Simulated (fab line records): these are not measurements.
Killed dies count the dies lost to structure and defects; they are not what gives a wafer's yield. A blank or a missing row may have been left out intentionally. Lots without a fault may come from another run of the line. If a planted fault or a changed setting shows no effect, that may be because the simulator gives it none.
Comparing a struck lot with a sound one ; flow rit-cmos ; 34 steps out of a route of 202
Sound: the wafers L862.2, L862.3, L862.6. Struck: wafers L880.2, L880.3, L880.6. At the end, the cause is stated.
At each step with rows: each side's tool, then ch and its chambers, then its first start. Under that, the readings that differ: sound wafers ; struck wafers ; difference of the means ; sigmas: that difference in standard deviations of wafers without a fault.
alike: a reading whose means differ by less than 2 such deviations, as well as words and numbers matching on both sides. not compared: withheld readings; readings where some wafer has no value; bounds like >300 that might hide an equal value; numbers whose values overlap and for which the record gives no deviation.
Wherever a step has rows on one side only, a row that says differs or no value, or a row with sigmas, the two part there. When numbers do not overlap yet have no deviation, they are printed without sigmas and do not part them. A reading missing from all wafers of one side parts the sides only when that side holds two or more wafers.

RIT_ACTIVE_BOW_MEAS_00:
  sound on film-metro-03 at day 2 06:01; struck on film-metro-03 at day 6 00:01
  alike: INCOMING_BOW
then, 1 step without rows for these wafers: RIT_ACTIVE_OXIDATION_01 (target thk 46.8 nm, ox time 3360 s).
RIT_ACTIVE_THK_MEAS_02:
  sound on film-metro-03 at day 2 08:04; struck on film-metro-04 at day 6 02:04
  alike: ACTIVE_OXIDE_THK
RIT_ACTIVE_CVD_03: deposits Si3N4 from SiH2Cl2/NH3, target thk 150 nm, time 1500 s.
  sound on lpcvd-02 ch 0, day 2 08:07; struck on lpcvd-02 ch 0, day 6 02:07
reading;sound;struck;difference;sigmas
susceptor-temp-C (C);809.8 809.7 810.4;- - -;no value on the struck wafers;
model.Si3N4_of_ACTIVE_CVD_03.thk-nm (nm);148.8 147.8 149.4;123.9 122.4 123.1;-25.5;
RIT_ACTIVE_THK_MEAS_04:
  sound on film-metro-04 at day 2 09:32; struck on film-metro-03 at day 6 03:46
reading;sound;struck;difference;sigmas
ACTIVE_NITRIDE_THK (nm);148.7 147.8 149.5;123.8 122.5 123.1;-25.5;-18
  not compared: hold
then, 5 steps without rows for these wafers: RIT_ACTIVE_COAT_06 (resist thk 1000 nm); RIT_ACTIVE_SOFTBAKE_07 (time 60 s); RIT_ACTIVE_EXPOSE_08 (exposes mask M1, target cd 1400 nm); RIT_ACTIVE_PEB_09; RIT_ACTIVE_DEVELOP_10 (develop time 50 s).
RIT_ACTIVE_CD_MEAS_11 targets a cd of 1400 nm.
  sound on cd-sem-02 at day 2 10:28; struck on cd-sem-02 at day 6 06:35
reading;sound;struck;difference;sigmas
cd-nm (nm);1402.0 1403.8 1401.6;1395.0 1394.9 1396.6;-7.0;-3
then, 1 step without rows for these wafers: RIT_ACTIVE_HARDBAKE_12 (time 60 s).
RIT_ACTIVE_ETCH_13: etches Si3N4 in SF6, stops on SiO2, time 210 s, target depth 210 nm.
  sound on rie-diel-02 ch 0,2,3, day 2 10:43; struck on rie-diel-03 ch 0,3, day 6 06:52
reading;sound;struck;difference;sigmas
oes-product-au (a.u.);0.793 0.799 0.826;0.734 0.715 0.731;-0.079;-6
model.ACTIVE.feature-depth-nm (nm);149.3 147.8 150.1;124 123.4 123.3;-26;
model.etch.depth-nm (nm);148.8 147.8 149.4;123.9 122.4 123.1;-25.5;
  alike: drypump-motor-current-A, throttle-valve-pct
  not compared: rf-hours-counter-h
RIT_ACTIVE_STRIP_14: strips in O2, time 180 s.
  sound on plasma-asher-01 ch 0,1, day 2 10:50; struck on plasma-asher-03 ch 0,1, day 6 07:01
  alike: drypump-motor-current-A
  not compared: rf-hours-counter-h
RIT_ACTIVE_CD_MEAS_90 targets a cd of 1400 nm.
  sound on cd-sem-01 at day 2 11:02; struck on cd-sem-02 at day 6 07:12
reading;sound;struck;difference;sigmas
cd-nm (nm);1402.3 1404.2 1401.7;1395.0 1395.4 1396.2;-7.2;-3
then, 3 steps without rows for these wafers: RIT_ACTIVE_CLEAN_15 (cleans in SC1, time 600 s); RIT_ACTIVE_CLEAN_16 (cleans in dHF, time 30 s); RIT_ACTIVE_CLEAN_17 (cleans in SC2, time 600 s).
RIT_FOX1_OXIDATION_00: target thk 350.7 nm, ox time 1130 s.
  sound on furnace-04 ch 0, day 2 11:32; struck on furnace-01 ch 0, day 6 08:27
  not compared: model.SiO2_of_FOX1_OXIDATION_00.thk-nm
RIT_FOX1_THK_MEAS_01:
  sound on film-metro-02 at day 2 12:51; struck on film-metro-04 at day 6 09:46
  alike: FOX1_OXIDE_THK
then, 1 step without rows for these wafers: RIT_FOX1_WET_ETCH_02 (etches SiO2 in BOE, target depth 350 nm, time 390 s).
RIT_FOX2_OXIDATION_00: target thk 350.7 nm, ox time 1130 s.
  sound on furnace-04 ch 0, day 2 14:02; struck on furnace-01 ch 0, day 6 11:00
reading;sound;struck;difference;sigmas
model.SiO2_of_FOX2_OXIDATION_00.thk-nm (nm);347.7 346.5 351.9;331.4 332.6 331.5;-16.9;
RIT_FOX2_THK_MEAS_01:
  sound on film-metro-04 at day 2 15:22; struck on film-metro-04 at day 6 12:19
reading;sound;struck;difference;sigmas
FOX2_OXIDE_THK (nm);348 347 352;331 333 331;-17;-2
RIT_FOX2_CLEAN_02: cleans in dHF, time 180 s.
  sound on wet-bench-04 ch 1, day 2 15:25; struck on wet-bench-02 ch 0, day 6 12:25
reading;sound;struck;difference;sigmas
model.Si3N4_of_ACTIVE_CVD_03.thk-nm (nm);129.5 128.6 130.2;104.6 103.2 103.9;-25.5;
then, 1 step without rows for these wafers: RIT_FOX2_WET_ETCH_03 (etches Si3N4 in H3PO4, target depth 195 nm, time 2700 s).
RIT_FOX2_THK_MEAS_90:
  sound on film-metro-03 at day 2 16:19; struck on film-metro-03 at day 6 13:14
reading;sound;struck;difference;sigmas
FIELD_OXIDE_LEFT_1_THK (nm);321 320 325;304 306 304;-17;-2
then, 6 steps without rows for these wafers: RIT_NWELL_HMDS_00 (prime time 60 s); RIT_NWELL_COAT_01 (resist thk 1300 nm); RIT_NWELL_SOFTBAKE_02 (time 60 s); RIT_NWELL_EXPOSE_03 (exposes mask M2, target cd 43900 nm); RIT_NWELL_PEB_04; RIT_NWELL_DEVELOP_05 (develop time 68 s).
RIT_REOX_OXIDATION_03: target thk 25.2 nm, ox time 5580 s.
  sound on furnace-01 ch 0, day 3 11:43; struck on furnace-03 ch 0, day 7 10:32
reading;sound;struck;difference;sigmas
model.SiO2_of_REOX_OXIDATION_03.thk-nm (nm);25.23 24.99 24.57;25.59 26.17 26.4;+1.12;
RIT_M1_PROBE_99:
  sound on prober-01 at day 4 07:01; struck on prober-02 at day 8 07:34
  alike: killed-at-contacts, killed-at-front-end, killed-dies, killed-open, killed-short

## WHERE THEY PART
Earliest at RIT_ACTIVE_CVD_03; latest, in this record, at RIT_FOX2_THK_MEAS_90. Later steps at which nothing parts them and some readings are alike: RIT_M1_PROBE_99.

WHY: what had been put in by the simulator
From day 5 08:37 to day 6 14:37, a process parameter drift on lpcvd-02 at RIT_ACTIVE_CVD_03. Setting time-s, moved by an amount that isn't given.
